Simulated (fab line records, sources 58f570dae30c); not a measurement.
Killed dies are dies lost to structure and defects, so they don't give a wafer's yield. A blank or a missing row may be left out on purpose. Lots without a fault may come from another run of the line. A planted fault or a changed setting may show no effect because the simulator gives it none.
Problem report in the 8D (eight disciplines) form, filled by code | flow berkeley_cmos170 | the parts of the form that need people (team, actions taken, sign-off) are left out

1. THE PROBLEM
chamber_pressure_pa at UCB170_M2_SPUTTER_01 reads a mean of 0.5164 Pa on 2 wafers of 2 lots; wafers without a fault read 0.5001 Pa with a standard deviation of 0.0011. That is +15 standard deviations from the usual mean.
The step: material Al, target thk 900 nm, time 120 s.
First seen on wafer L615.4, day 12 20:42, on pvd_sputter-04. The record holds 42 wafers of 14 lots with a number at this step. Rule for "out", or "out of limits": more than 4 standard deviations from the usual mean. The other wafers with a number count as sound.

2. WHAT IT IS AND WHAT IT IS NOT
question                    | is                  | is not
which readings at this step | chamber_pressure_pa | throttle_valve_pct
which lots                  | L615, L617          | L597, L599, L600, L601, L602, L603, L604, L606, L607, L610, L612, L618
which wafers of those lots  | L615.4, L617.2      | L615.1, L615.5, L617.1, L617.5
read on which tools         | pvd_sputter-04      | pvd_sputter-01, pvd_sputter-03
when                        | from day 12 20:42   | up to then (35 sound wafers); but 5 sound wafers of L617, L618 came after

3. SUSPECTS, AND WHAT RULES EACH OUT
Counting: a tool at a process step up to the reading stays a suspect if it ran every lot that is out. Sound lots after the first of them don't rule it out here, since some wafers of a struck lot are sound.
- plasma_asher-04 at UCB170_V1_STRIP_15 (strips in O2): kept. It ran every lot that is out, first L615 (day 12 20:25); its last sound lot up to then is L610 (day 11 00:07).
- pvd_sputter-04 at UCB170_M2_SPUTTER_01 (material Al, target thk 900 nm, time 120 s): kept. It ran every lot that is out, first L615 (day 12 20:42); its last sound lot up to then is L612 (day 12 01:05). Its own readings are out on those wafers: chamber_pressure_pa.
Left after counting: plasma_asher-04 at UCB170_V1_STRIP_15, pvd_sputter-04 at UCB170_M2_SPUTTER_01.

4. THE CAUSE (what the simulator had put in)
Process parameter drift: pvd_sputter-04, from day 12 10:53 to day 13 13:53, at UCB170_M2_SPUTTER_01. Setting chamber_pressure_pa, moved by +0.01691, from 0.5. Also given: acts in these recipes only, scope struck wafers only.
Counting left 2 suspects, and this tool is among them.

5. THE CHAIN OF EFFECTS, in route order
Each row: a reading whose mean over the struck wafers that have a number lies more than 3 standard deviations from the usual. Only readings for which the record gives a usual standard deviation are gone through. hours: the time from each lot's start at the first step in this table that gives one to its start at this step, as a median over the lots. sigmas: the change in usual standard deviations.
hours | step                 | reading             | usual     | on struck wafers | change  | sigmas
0     | UCB170_M2_SPUTTER_01 | chamber_pressure_pa | 0.5001 Pa | 0.5164           | +0.0163 | +15
The process steps in it:
- UCB170_M2_SPUTTER_01: material Al, target thk 900 nm, time 120 s.

6. WHAT WOULD HAVE CAUGHT IT SOONER
In this record the first reading out of limits was taken at day 12 20:42, 10 hours after the fault began at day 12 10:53.
